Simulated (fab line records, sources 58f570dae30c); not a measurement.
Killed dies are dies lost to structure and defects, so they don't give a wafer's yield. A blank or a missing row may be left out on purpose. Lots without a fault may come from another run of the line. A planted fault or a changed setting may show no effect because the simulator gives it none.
Which tool did it? | flow berkeley_cmos170 | 6 lots, 18 wafers sampled, at 2 steps of a route of 331

WHAT THE GAUGES READ, wafer by wafer
UCB170_M1_CD_MEAS_09: target cd 700 nm.
lot  | measured     | on        | cd_nm (nm)
L514 | day 8 17:40  | cd_sem-02 | 698.0 696.0 698.1
L520 | day 9 04:59  | cd_sem-02 | 698.8 699.2 700.5
L522 | day 10 01:34 | cd_sem-02 | 698.7 699.4 700.6
L530 | day 11 15:36 | cd_sem-01 | 701.6 700.1 700.9
L532 | day 12 08:09 | cd_sem-02 | 697.7 698.3 698.1
L535 | day 12 22:25 | cd_sem-01 | 698.6 699.3 698.6

WHICH TOOL RAN EACH LOT (tool, then ch and the chambers of the sampled wafers, then the start)
lot  | UCB170_M1_EXPOSE_06
L514 | krf_scanner-01 ch 0, day 8 16:44
L520 | krf_scanner-01 ch 0, day 9 04:20
L522 | krf_scanner-01 ch 0, day 10 01:11
L530 | krf_scanner-01 ch 0, day 11 15:03
L532 | krf_scanner-01 ch 0, day 12 07:22
L535 | krf_scanner-02 ch 0, day 12 21:47
- UCB170_M1_EXPOSE_06: exposes mask METAL1, target cd 700 nm.

THE ANSWER, worked out from the rows above alone
Rule: what is usual is taken from the lots themselves. Put in order of their means at a reading, lots are off if they are a third of the lots or fewer, leave a main group of 4 or more, and stand apart from it by a gap of 3 or more times the standard deviation of the main group's means; of several such gaps the widest counts. A main group whose means are all the same, to the digits that the tables above print for the reading, isn't used. A lot without any number at a reading at which 4 lots or more have one is off too. The other lots that the step has rows for count as sound.
No lot is off at any reading shown: from this, nothing can be told.

WHAT THE SIMULATOR HAD PUT IN
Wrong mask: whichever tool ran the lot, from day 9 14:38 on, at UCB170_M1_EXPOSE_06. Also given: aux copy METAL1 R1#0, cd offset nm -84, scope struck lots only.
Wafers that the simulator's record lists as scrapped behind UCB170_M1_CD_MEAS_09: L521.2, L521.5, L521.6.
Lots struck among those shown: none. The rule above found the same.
